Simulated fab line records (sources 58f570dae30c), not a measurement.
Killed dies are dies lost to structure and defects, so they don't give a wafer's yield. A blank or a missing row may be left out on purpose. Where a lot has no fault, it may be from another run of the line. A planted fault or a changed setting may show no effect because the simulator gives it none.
One fault through the eyes of 2 desks :: flow berkeley cmos170 :: numbers are kept per desk, each desk with only its own; the story behind them comes last

## THE METROLOGY DESK
What the gauges read, lot by lot, whatever tool the lot ran on: means of the sampled wafers that have a number. If a lot's mean is further than 4 standard deviations from the usual mean, the lot is out of limits and carries the mark OUT (the distance appears in the brackets).
Columns: A = SPACER_TEOS_THK at UCB170_SPACER_THK_MEAS_01, usual 376 nm; B = PSD_TW at UCB170_PSD_TW_MEAS_10, usual 2330; C = PSD_RS at UCB170_SDANNEAL_RS_MEAS_02, usual 75.63 ohm/sq; D = M3_BOW at UCB170_M3_BOW_MEAS_20, usual 33 um
lot: L890
first seen here: day 7 12:19
A: 372
B: 2308
C: 76.37
D: 40

lot: L892
first seen here: day 7 23:19
A: 374
B: 2331
C: 75.73
D: 32

lot: L891
first seen here: day 8 00:19
A: 379
B: 2304
C: 75.67
D: 32

lot: L894
first seen here: day 8 15:53
A: 374
B: 2330
C: 75.73
D: 35

lot: L893
first seen here: day 8 16:16
A: 381
B: 2331
C: 75.64
D: 27

lot: L897
first seen here: day 8 19:23
A: 370
B: 2348
C: 75.47
D: 43

lot: L898
first seen here: day 8 19:40
A: 379
B: 2324
C: 75.78
D: 35

lot: L902
first seen here: day 9 20:14
A: 375
B: 2296
C: 80.59 (+18) OUT
D: 40

lot: L900
first seen here: day 9 20:41
A: 377
B: 2242 (-5.2) OUT
C: 80.87 (+19) OUT
D: 30

lot: L903
first seen here: day 10 10:03
A: 376
B: 2256 (-4.3) OUT
C: 80.84 (+19) OUT
D: 33

lot: L908
first seen here: day 11 08:45
A: 376
B: 2303
C: 75.89
D: 31

lot: L909
first seen here: day 11 09:02
A: 373
B: 2344
C: 75.13
D: 39

lot: L912
first seen here: day 11 20:47
A: 379
B: 2342
C: 75.26
D: 25

lot: L911
first seen here: day 11 21:09
A: 380
B: 2339
C: 75.95
D: 33

lot: L913
first seen here: day 12 07:29
A: 376
B: 2341
C: 75.71
D: 40
This desk's finding: out of limits on L900, L902, L903; first on L900, day 10 05:01 (PSD_TW at UCB170_PSD_TW_MEAS_10). Within limits: L890, L892, L891, L894, L893, L897, L898, L908, L909, L912, L911, L913.

## TOOL OWNER'S DESK, implanter-02
For each lot that ran on this tool, the mean over its sampled wafers that have a number, from the tool's own readings at UCB170_PSD_IMPLANT_08. If a lot's mean is further than 4 standard deviations from the usual mean, the lot is out of limits and carries the mark OUT (the distance appears in the brackets).
Columns: A = beam on s at UCB170_PSD_IMPLANT_08, usual 10.03 s; B = dose ions cm2 at UCB170_PSD_IMPLANT_08, usual 3.0002e+15; C = end station pressure torr at UCB170_PSD_IMPLANT_08, usual 1.25e-05 Torr; D = faraday current uA at UCB170_PSD_IMPLANT_08, usual 9226
lot: L890
first seen here: day 7 17:46
A: 10.08
B: 2.9974e+15
C: 1.29e-05
D: 9182

lot: L892
first seen here: day 8 07:16
A: 9.97
B: 3.0019e+15
C: 1.29e-05
D: 9270

lot: L893
first seen here: day 9 02:41
A: 10.08
B: 3.0023e+15
C: 1.19e-05
D: 9148

lot: L898
first seen here: day 9 02:58
A: 9.99
B: 2.9990e+15
C: 1.27e-05
D: 9282

lot: L902
first seen here: day 10 04:25
A: 10.08
B: 2.7381e+15 (-99 or more) OUT
C: 1.11e-05
D: 8397 (-4.9) OUT

lot: L900
first seen here: day 10 04:46
A: 10.00
B: 2.7396e+15 (-99 or more) OUT
C: 1.20e-05
D: 8464 (-4.5) OUT

lot: L903
first seen here: day 10 16:32
A: 9.95
B: 2.7350e+15 (-99 or more) OUT
C: 1.24e-05
D: 8461 (-4.5) OUT
Finding of this desk: L900, L902, L903 out of limits; the first was L902 at day 10 04:25, on dose ions cm2 at UCB170_PSD_IMPLANT_08. Within limits: L890, L892, L893, L898.

## ALL TOGETHER
The tool owner's desk had the chance to raise an alarm at day 10 04:25 on L900, L902, L903.
An alarm was possible from the metrology desk at day 10 05:01, on L900, L902, L903.
On implanter-02, each named lot ran UCB170_PSD_IMPLANT_08.

## WHAT THE SIMULATOR HAD PUT IN
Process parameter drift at UCB170_PSD_IMPLANT_08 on implanter-02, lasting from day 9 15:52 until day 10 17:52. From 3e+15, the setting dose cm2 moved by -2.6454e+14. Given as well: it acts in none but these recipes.
Lots struck among those shown: L900, L902, L903.
Delay (hours) between the fault's onset and each desk's first out-of-limits reading: 13 at the tool owner's desk, 13 at the metrology desk.
